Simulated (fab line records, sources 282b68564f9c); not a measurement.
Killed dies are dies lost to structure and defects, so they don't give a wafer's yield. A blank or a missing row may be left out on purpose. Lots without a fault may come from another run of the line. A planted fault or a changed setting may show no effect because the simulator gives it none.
fab line records | flow rit_cmos
record lots=6 wafers=18 last_day=8
route steps=202 shown FOX2@24 NWELL@28 PWELL@39 WELLDRIVE@50 M1@202
lots that met no fault: from a run of the same line without faults
start_h: hours from the record's first day to the start of the lot's first wafer shown | wait_h: hours since the lot's step before | " the same as in the row above | L1.1+2: a row that stands for several wafers | - no value, or no start given | * or withheld: withheld | < > ~ a bound
route shown NAME@n: a module of which the file shows steps, and the number in the route of the first | usual: mean/standard deviation of fault-free wafers | same: alike in all rows | chamber/n: place in a boat | sites: the reading at each site | _std_site: their standard deviation | _edge_site: outer sites' mean less inner sites' | radius_mm: how far each site lies from the wafer's centre | mask NAME#n: copy n | behind: the tool/chamber that last shaped the wafer | hold: why the lot was held/for how many hours/how that ended | device: the transistor (n, p or np) that didn't switch | end of line: the same wafers' tests at the end of the route | a step without rows: its recipe alone | killed: dies lost to structure and defects at the first sort, not the wafer's yield | map: a wafer's dies, x killed, . not, _ none there
set.NAME: the setting as run; set.NAME@STEP: as run at that earlier step | model.NAME: the simulator's own value behind a step, which no gauge read
lots at some steps of the route; a table a step, a row a wafer
services: from which hour (start_h, from the record's first day; less than 0 if before it) a tool's chamber was out of use, for how many hours, and why
## steps
# step RIT_FOX2_THK_MEAS_01
# recipe reads=SiO2_of_FOX2_OXIDATION_00
# usual FOX2_OXIDE_THK=354/7.4
# columns lot.wafer tool chamber start_h wait_h FOX2_OXIDE_THK[nm]
L600.1 film_metro-02 - 66.78 0.0 357
L600.2 " - " " 354
L600.3 " - " " 361
L601.1 film_metro-04 - 70.93 0.0 358
L601.2 " - " " 357
L601.4 " - " " 356
L605.1 film_metro-04 - 89.92 0.0 352
L605.2 " - " " 355
L605.4 " - " " 357
L606.2 film_metro-03 - 98.38 0.0 361
L606.4 " - " " 354
L606.6 " - " " 360
L608.1 film_metro-03 - 104.06 0.0 346
L608.2 " - " " 345
L608.3 " - " " 347
L614.1 film_metro-02 - 135.46 0.0 354
L614.5 " - " " 349
L614.6 " - " " 347
# step RIT_FOX2_CLEAN_02
# recipe chemistry=dHF dilution=50:1 time_s=180
# step RIT_FOX2_WET_ETCH_03
# recipe chemistry=H3PO4 target=Si3N4 target_depth_nm=195 temp_c=165 time_s=2700
# step RIT_FOX2_THK_MEAS_90
# recipe reads=SiO2_of_FOX2_OXIDATION_00
# usual FIELD_OXIDE_LEFT_1_THK=326/7.3
# columns lot.wafer tool chamber start_h wait_h FIELD_OXIDE_LEFT_1_THK[nm]
L600.1 film_metro-03 - 67.72 0.0 329
L600.2 " - " " 326
L600.3 " - " " 333
L601.1 film_metro-03 - 71.80 0.0 331
L601.2 " - " " 329
L601.4 " - " " 328
L605.1 film_metro-03 - 90.87 0.0 325
L605.2 " - " " 329
L605.4 " - " " 330
L606.2 film_metro-04 - 99.32 0.0 334
L606.4 " - " " 326
L606.6 " - " " 332
L608.1 film_metro-02 - 104.93 0.0 319
L608.2 " - " " 318
L608.3 " - " " 319
L614.1 film_metro-03 - 136.41 0.0 327
L614.5 " - " " 322
L614.6 " - " " 321
# step RIT_NWELL_HMDS_00
# recipe prime_time_s=60 prime_temp_c=140
# step RIT_NWELL_COAT_01
# recipe resist=NOVOLAK spin_rpm=2000 resist_thk_nm=1300
# step RIT_NWELL_SOFTBAKE_02
# recipe resist=NOVOLAK temp_c=90 time_s=60
# step RIT_NWELL_EXPOSE_03
# recipe mask_id=M2 na=0.57 target_cd_nm=43900 dose_mj=250
# step RIT_NWELL_PEB_04
# recipe resist=NOVOLAK temp_c=withheld time_s=withheld
# step RIT_NWELL_DEVELOP_05
# recipe resist=NOVOLAK develop_time_s=68 dev_temp_c=23
# step RIT_NWELL_OVL_MEAS_06
# usual NWELL_OVL=-0.4/1.1
# columns lot.wafer tool chamber start_h wait_h NWELL_OVL[nm]
L600.1 overlay-02 - 68.66 - 0.3
L600.2 " - " " 0.0
L600.3 " - " " 0.4
L601.1 overlay-01 - 72.87 - -0.3
L601.2 " - " " -0.9
L601.4 " - " " -0.3
L605.1 overlay-02 - 91.97 - -0.4
L605.2 " - " " -1.0
L605.4 " - " " -0.8
L606.2 overlay-02 - 100.45 - 0.2
L606.4 " - " " 0.7
L606.6 " - " " 0.2
L608.1 overlay-02 - 105.87 - -0.2
L608.2 " - " " 0.6
L608.3 " - " " 0.1
L614.1 overlay-02 - 137.35 - -2.2
L614.5 " - " " -1.2
L614.6 " - " " -1.1
# step RIT_NWELL_HARDBAKE_07
# recipe resist=NOVOLAK temp_c=140 time_s=120
# step RIT_NWELL_IMPLANT_08
# recipe species=P energy_kev=170 dose_cm2=5e+13 tilt_deg=7
# usual dose_ions_cm2=5e+13/5.3e+10 faraday_current_uA=159/3.2
# columns lot.wafer tool chamber start_h wait_h dose_ions_cm2 faraday_current_uA
L600.1 implanter-04 0 68.95 0.2 4.996e+13 155
L600.2 " 0 " " 4.998e+13 157
L600.3 " 0 " " 5.005e+13 156
L601.1 implanter-01 0 73.16 0.2 4.998e+13 162
L601.2 " 0 " " 4.996e+13 161
L601.4 " 0 " " 5.004e+13 160
L605.1 implanter-01 0 92.26 0.2 7.096e+13 231
L605.2 " 0 " " 7.095e+13 221
L605.4 " 0 " " 7.098e+13 223
L606.2 implanter-01 0 100.76 0.2 7.098e+13 226
L606.4 " 0 " " 7.096e+13 225
L606.6 " 0 " " 7.098e+13 222
L608.1 implanter-04 0 106.16 0.2 5.007e+13 159
L608.2 " 0 " " 5.008e+13 158
L608.3 " 0 " " 5.008e+13 150
L614.1 implanter-03 0 137.63 0.2 5.001e+13 156
L614.5 " 0 " " 4.994e+13 165
L614.6 " 0 " " 5e+13 153
# step RIT_NWELL_STRIP_09
# recipe chemistry=O2 time_s=180 resist=NOVOLAK platen_temp_c=withheld power_w=500 pressure_mtorr=4000 o2_flow_sccm=4000
# usual drypump_motor_current_A=5.9/0.65 rf_refl_power_W=7.8/1.3
# columns lot.wafer tool chamber start_h wait_h drypump_motor_current_A rf_hours_counter_h rf_refl_power_W
L600.1 plasma_asher-02 1 69.10 0.1 4.9 40 8.4
L600.2 " 0 " " 6.6 40 6.0
L600.3 " 1 " " 4.9 - 8.4
L601.1 plasma_asher-03 0 73.31 0.1 5.6 42 7.5
L601.2 " 1 " " 6.4 42 7.3
L601.4 " 1 " " 6.4 - 7.4
L605.1 plasma_asher-04 1 92.41 0.1 6.0 45 8.7
L605.2 " 0 " " 6.2 45 10.2
L605.4 " 1 " " 6.0 - 8.9
L606.2 plasma_asher-03 0 100.88 0.1 5.5 45 7.7
L606.4 " 1 " " 6.4 - 7.6
L606.6 " 1 " " 6.4 - 7.4
L608.1 plasma_asher-04 1 106.31 0.1 6.0 47 8.6
L608.2 " 0 " " 6.2 47 9.9
L608.3 " 0 " " 6.2 - 10.0
L614.1 plasma_asher-02 0 137.78 0.1 6.5 48 5.9
L614.5 " 1 " " 4.9 - 8.6
L614.6 " 0 " " 6.5 - 5.8
# step RIT_NWELL_TW_MEAS_10
# usual NWELL_TW=2140/25
# columns lot.wafer tool chamber start_h wait_h NWELL_TW
L600.1 film_metro-02 - 69.27 0.1 2108
L600.2 " - " " 2104
L600.3 " - " " 2102
L601.1 film_metro-02 - 73.49 0.1 2109
L601.2 " - " " 2113
L601.4 " - " " 2110
L605.1 film_metro-02 - 92.59 0.1 2365
L605.2 " - " " 2364
L605.4 " - " " 2363
L606.2 film_metro-03 - 101.07 0.1 2411
L606.4 " - " " 2417
L606.6 " - " " 2417
L608.1 film_metro-03 - 106.48 0.1 2170
L608.2 " - " " 2164
L608.3 " - " " 2165
L614.1 film_metro-02 - 137.96 0.1 2110
L614.5 " - " " 2108
L614.6 " - " " 2110
# step RIT_PWELL_HMDS_00
# recipe prime_time_s=60 prime_temp_c=140
# step RIT_PWELL_COAT_01
# recipe resist=NOVOLAK spin_rpm=2000 resist_thk_nm=1300
# step RIT_PWELL_SOFTBAKE_02
# recipe resist=NOVOLAK temp_c=90 time_s=60
# step RIT_PWELL_EXPOSE_03
# recipe mask_id=M3 na=0.57 target_cd_nm=43700 dose_mj=250
# step RIT_PWELL_PEB_04
# recipe resist=NOVOLAK temp_c=withheld time_s=withheld
# step RIT_PWELL_DEVELOP_05
# recipe resist=NOVOLAK develop_time_s=68 dev_temp_c=23
# step RIT_PWELL_OVL_MEAS_06
# usual PWELL_OVL=-0.4/1.3
# columns lot.wafer tool chamber start_h wait_h PWELL_OVL[nm]
L600.1 overlay-02 - 70.34 - -0.2
L600.2 " - " " -1.6
L600.3 " - " " -0.1
L601.1 overlay-01 - 74.43 - -0.5
L601.2 " - " " -1.8
L601.4 " - " " -0.1
L605.1 overlay-01 - 93.65 - -0.9
L605.2 " - " " -1.9
L605.4 " - " " -1.0
L606.2 overlay-02 - 102.59 - -1.9
L606.4 " - " " -1.3
L606.6 " - " " -2.5
L608.1 overlay-01 - 107.55 - -1.0
L608.2 " - " " -0.1
L608.3 " - " " -1.2
L614.1 overlay-02 - 138.90 - 1.3
L614.5 " - " " 1.4
L614.6 " - " " 0.6
# step RIT_PWELL_HARDBAKE_07
# recipe resist=NOVOLAK temp_c=140 time_s=120
# step RIT_PWELL_IMPLANT_08
# recipe species=B energy_kev=170 dose_cm2=7e+13 tilt_deg=7
# step RIT_PWELL_STRIP_09
# recipe chemistry=O2 time_s=180 resist=NOVOLAK platen_temp_c=withheld power_w=500 pressure_mtorr=4000 o2_flow_sccm=4000
# usual drypump_motor_current_A=6.0/0.33 rf_refl_power_W=8.1/1.4
# columns lot.wafer tool chamber start_h wait_h drypump_motor_current_A rf_hours_counter_h rf_refl_power_W
L600.1 plasma_asher-04 0 70.77 0.1 6.2 42 10.5
L600.2 " 1 " " 6.1 42 8.9
L600.3 " 0 " " 6.2 - 10.3
L601.1 plasma_asher-04 0 74.87 0.1 6.3 43 10.1
L601.2 " 1 " " 6.0 43 8.9
L601.4 " 0 " " 6.3 - 10.1
L605.1 plasma_asher-04 1 94.09 0.1 6.0 45 8.6
L605.2 " 0 " " 6.3 45 10.1
L605.4 " 0 " " 6.3 - 10.1
L606.2 plasma_asher-04 0 103.23 0.1 6.2 46 10.3
L606.4 " 0 " " 6.3 - 10.3
L606.6 " 0 " " 6.2 - 10.2
L608.1 plasma_asher-01 0 107.98 0.1 6.1 33 5.2
L608.2 " 1 " " 5.6 33 9.8
L608.3 " 0 " " 6.1 - 5.1
L614.1 plasma_asher-03 0 139.33 0.1 5.6 50 7.7
L614.5 " 0 " " 5.6 - 7.5
L614.6 " 1 " " 6.4 - 7.7
# step RIT_PWELL_TW_MEAS_10
# usual PWELL_TW=950/11
# columns lot.wafer tool chamber start_h wait_h PWELL_TW
L600.1 film_metro-01 - 70.95 0.1 958
L600.2 " - " " 957
L600.3 " - " " 959
L601.1 film_metro-03 - 75.04 0.1 960
L601.2 " - " " 963
L601.4 " - " " 965
L605.1 film_metro-02 - 94.26 0.1 936
L605.2 " - " " 940
L605.4 " - " " 940
L606.2 film_metro-01 - 103.41 0.1 962
L606.4 " - " " 952
L606.6 " - " " 957
L608.1 film_metro-01 - 108.16 0.1 958
L608.2 " - " " 955
L608.3 " - " " 952
L614.1 film_metro-03 - 139.51 0.1 962
L614.5 " - " " 962
L614.6 " - " " 965
# step RIT_WELLDRIVE_ANNEAL_00
# recipe temp_c=1100 time_s=14700 ambient=N2
# step RIT_WELLDRIVE_RS_MEAS_01
# recipe thk_meas_gauge=four-point-probe
# usual NWELL_RS=275.7/0.73
# columns lot.wafer tool chamber start_h wait_h NWELL_RS[ohm/sq]
L600.1 film_metro-02 - 78.02 0.0 274.9
L600.2 " - " " 275.5
L600.3 " - " " 275.5
L601.1 film_metro-02 - 80.74 0.0 274.8
L601.2 " - " " 275.2
L601.4 " - " " 275.5
L605.1 film_metro-02 - 99.94 0.0 223.1
L605.2 " - " " 222.9
L605.4 " - " " 223.1
L606.2 film_metro-03 - 108.56 0.0 224.0
L606.4 " - " " 223.6
L606.6 " - " " 224.2
L608.1 film_metro-03 - 114.33 0.0 276.5
L608.2 " - " " 276.5
L608.3 " - " " 275.7
L614.1 film_metro-01 - 146.33 0.0 276.2
L614.5 " - " " 276.3
L614.6 " - " " 276.3
# step RIT_WELLDRIVE_RS_MEAS_02
# recipe thk_meas_gauge=four-point-probe
# usual PWELL_RS=429.7/1.4
# columns lot.wafer tool chamber start_h wait_h PWELL_RS[ohm/sq]
L600.1 film_metro-02 - 78.14 0.1 429.3
L600.2 " - " " 428.9
L600.3 " - " " 428.5
L601.1 film_metro-02 - 80.86 0.1 429.5
L601.2 " - " " 428.6
L601.4 " - " " 427.4
L605.1 film_metro-02 - 100.06 0.1 429.6
L605.2 " - " " 431.9
L605.4 " - " " 430.1
L606.2 film_metro-03 - 108.68 0.1 430.2
L606.4 " - " " 429.6
L606.6 " - " " 430.1
L608.1 film_metro-03 - 114.45 0.1 430.1
L608.2 " - " " 430.3
L608.3 " - " " 429.5
L614.1 film_metro-01 - 146.45 0.1 428.6
L614.5 " - " " 429.9
L614.6 " - " " 430.6
# step RIT_M1_PROBE_99
# usual killed_at_contacts=0.1/0.23 killed_at_front_end=6.2/2.8 killed_dies=6.3/2.7 killed_open=3.1/2 killed_short=3.2/1.8
# same gross_dies=264 killed_at_M0_to_M3=0 killed_at_M4_up=0 killed_at_back_side=0 killed_at_other=0
# columns lot.wafer tool chamber start_h wait_h killed_at_contacts killed_at_front_end killed_dies killed_open killed_short model.etest.pmos_0p3.r_on_ohm_um model.etest.pmos_turned.r_on_ohm_um model.etest.pmos_0p15.r_on_ohm_um model.etest.nwell_pinched.rs_ohm_sq model.etest.well_edge_left.line_ohm_um model.etest.well_edge_right.line_ohm_um model.etest.pmos_0p15.drive_ua_um model.etest.pmos_turned.drive_ua_um
L600.1 prober-01 - 110.39 0.1 0 5 5 4 1 6358 3473 2767 331.3 183 183.2 252.4 185.2
L600.2 prober-01 - 110.44 0.1 0 4 4 2 2 6494 3583 2831 329.6 184.1 180.2 246.7 176.1
L600.3 prober-01 - 110.49 0.2 0 5 5 0 5 6424 3446 2755 331.6 183.9 183.2 255.6 186.2
L601.1 prober-01 - 112.10 0.1 0 4 4 2 2 6304 3465 2802 331.9 180.3 182.3 251.8 188.2
L601.2 prober-01 - 112.15 0.1 0 5 5 3 2 6304 3447 2759 330.6 182.6 182.3 255.4 190.7
L601.4 prober-01 - 112.25 0.2 1 5 6 3 3 6325 3413 2758 332.7 181.5 182.4 256.4 191.4
L605.1 prober-01 - 132.89 0.1 0 5 5 3 2 6732 3792 2919 269.2 141.7 142.2 232.2 156
L605.2 prober-01 - 132.94 0.1 0 11 11 6 5 6862 3864 2968 268.6 142.3 143 228.7 154.2
L605.4 prober-01 - 133.04 0.2 0 9 9 4 5 6840 3804 2967 269.9 142.9 142.6 229.1 156.6
L606.2 prober-02 - 140.12 0.1 0 3 3 1 2 6618 3560 2856 275.6 143.7 141.3 241.9 177.3
L606.4 prober-02 - 140.22 0.2 0 4 4 2 2 6418 3458 2782 272.4 144.4 142.7 250.5 185.6
L606.6 prober-02 - 140.32 0.2 0 1 1 1 0 6546 3532 2796 269.5 142.9 143.2 242.8 177.1
L608.1 prober-02 - 143.89 0.1 0 8 8 5 3 6093 3220 2590 331.2 181.9 183.1 273.3 205.5
L608.2 prober-02 - 143.94 0.1 1 10 11 5 6 6216 3297 2645 336.8 180.4 182.3 265.3 198.5
L608.3 prober-02 - 143.99 0.2 0 9 9 4 5 6181 3271 2656 342.7 183.5 181.7 269.2 200.3
L614.1 prober-02 - 187.95 0.1 1 2 3 1 2 6322 3413 2808 343 184.1 183.2 253 189.4
L614.5 prober-02 - 188.15 0.2 0 4 4 2 2 6280 3435 2822 342.8 182.4 182.3 253.8 190
L614.6 prober-02 - 188.20 0.2 1 6 7 5 2 6157 3453 2776 343.4 184.5 184.1 259.8 191.6
# killed by level:class
L600.1 FOX2:geometric_particle:open=1 GATE:geometric_particle:open=1 REOX:geometric_particle:open=1 REOX:geometric_particle:short=1 SPACER:geometric_particle:open=1
L600.2 SILICIDE:geometric_particle:open=2 FOX1:geometric_particle:short=1 GATE:geometric_particle:short=1
L600.3 GATE:geometric_particle:short=2 REOX:geometric_particle:short=2 SILICIDE:geometric_particle:short=1
L601.1 FOX1:geometric_particle:short=1 FOX1:geometric_particle:open=1 GATE:geometric_particle:open=1 GATE:geometric_particle:short=1
L601.2 FOX1:geometric_particle:open=2 FOX1:geometric_particle:short=1 FOX2:geometric_particle:short=1 GATE:geometric_particle:open=1
L601.4 FOX1:geometric_particle:open=2 FOX1:geometric_particle:short=1 GATE:geometric_particle:short=1 REOX:geometric_particle:open=1 CONTACT:geometric_particle:short=1
L605.1 GATE:geometric_particle:open=2 GATE:geometric_particle:short=1 SPACER:geometric_particle:open=1 SILICIDE:geometric_particle:short=1
L605.2 GATE:geometric_particle:open=4 REOX:geometric_particle:short=3 REOX:geometric_particle:open=2 FOX2:geometric_particle:short=1 GATE:geometric_particle:short=1
L605.4 GATE:geometric_particle:open=2 FOX1:geometric_particle:short=1 FOX2:geometric_particle:short=1 GATE:geometric_particle:short=1 REOX:geometric_particle:open=1 REOX:geometric_particle:short=1 SILICIDE:geometric_particle:short=1 SILICIDE:geometric_particle:open=1
L606.2 FOX1:geometric_particle:short=1 FOX1:geometric_particle:open=1 GATE:geometric_particle:short=1
L606.4 SILICIDE:geometric_particle:short=2 GATE:geometric_particle:open=1 SILICIDE:geometric_particle:open=1
L606.6 GATE:geometric_particle:open=1
L608.1 FOX1:geometric_particle:open=1 FOX2:geometric_particle:open=1 GATE:geometric_particle:open=1 GATE:geometric_particle:short=1 REOX:geometric_particle:open=1 SPACER:geometric_particle:short=1 SILICIDE:geometric_particle:short=1 SILICIDE:geometric_particle:open=1
L608.2 FOX2:geometric_particle:short=2 FOX1:geometric_particle:short=1 FOX1:geometric_particle:open=1 GATE:geometric_particle:open=1 REOX:geometric_particle:open=1 REOX:geometric_particle:short=1 SPACER:geometric_particle:open=1 SPACER:geometric_particle:short=1
L608.3 GATE:geometric_particle:short=3 GATE:geometric_particle:open=2 REOX:geometric_particle:short=1 REOX:geometric_particle:open=1 SPACER:geometric_particle:short=1 SILICIDE:geometric_particle:open=1
L614.1 GATE:geometric_particle:short=1 SPACER:geometric_particle:open=1 CONTACT:geometric_particle:short=1
L614.5 REOX:geometric_particle:short=2 GATE:geometric_particle:open=1 SPACER:geometric_particle:open=1
L614.6 GATE:geometric_particle:open=3 FOX1:geometric_particle:open=1 SILICIDE:geometric_particle:open=1 SILICIDE:geometric_particle:short=1 CONTACT:geometric_particle:short=1
## services
# columns tool chamber start_h hours kind
plasma_asher-04 - 45.85 1.2 repair
implanter-03 - 59.08 37.7 repair
implanter-03 - 106.98 2.0 repair
plasma_asher-04 - 108.75 9.0 pm
plasma_asher-04 0 108.75 9.0 vent_cycle
plasma_asher-04 1 108.75 9.0 vent_cycle
implanter-04 - 108.97 5.6 repair
plasma_asher-04 0 117.75 - clean
plasma_asher-04 1 117.75 - clean
## key
first_sign step=RIT_NWELL_IMPLANT_08 reading=dose_ions_cm2 direction=up sigmas=99+ usual=5e+13 struck=7.097e+13
effect step=RIT_NWELL_IMPLANT_08 reading=faraday_current_uA direction=up sigmas=21 usual=159 struck=225
effect step=RIT_NWELL_TW_MEAS_10 reading=NWELL_TW direction=up sigmas=10 usual=2140 struck=2389
effect step=RIT_WELLDRIVE_RS_MEAS_01 reading=NWELL_RS direction=down sigmas=71 usual=275.7 struck=223.5
model_effect step=RIT_M1_PROBE_99 value=etest.pmos_0p3.r_on_ohm_um without=6256 struck=6669
met_at RIT_NWELL_IMPLANT_08
struck_wafers L605.1,L605.2,L605.4,L606.2,L606.4,L606.6
tester_left_out L605,L606
onset_between 73.16 92.26
fault kind=process_parameter_drift tool=implanter-01 chamber=- onset_h=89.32 steps=RIT_NWELL_IMPLANT_08 channel=dose_cm2 offset=2.1e+13 shape=step end_h=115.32 acts_in=these_recipes_only stated=5e+13
# tester_left_out: of these lots the tester's yield and bins aren't shown, on N5 and GAA mostly nor the transistor test; their killed dies are dies lost to structure and defects alone, not to doping, threshold or leakage, so they don't give the yield
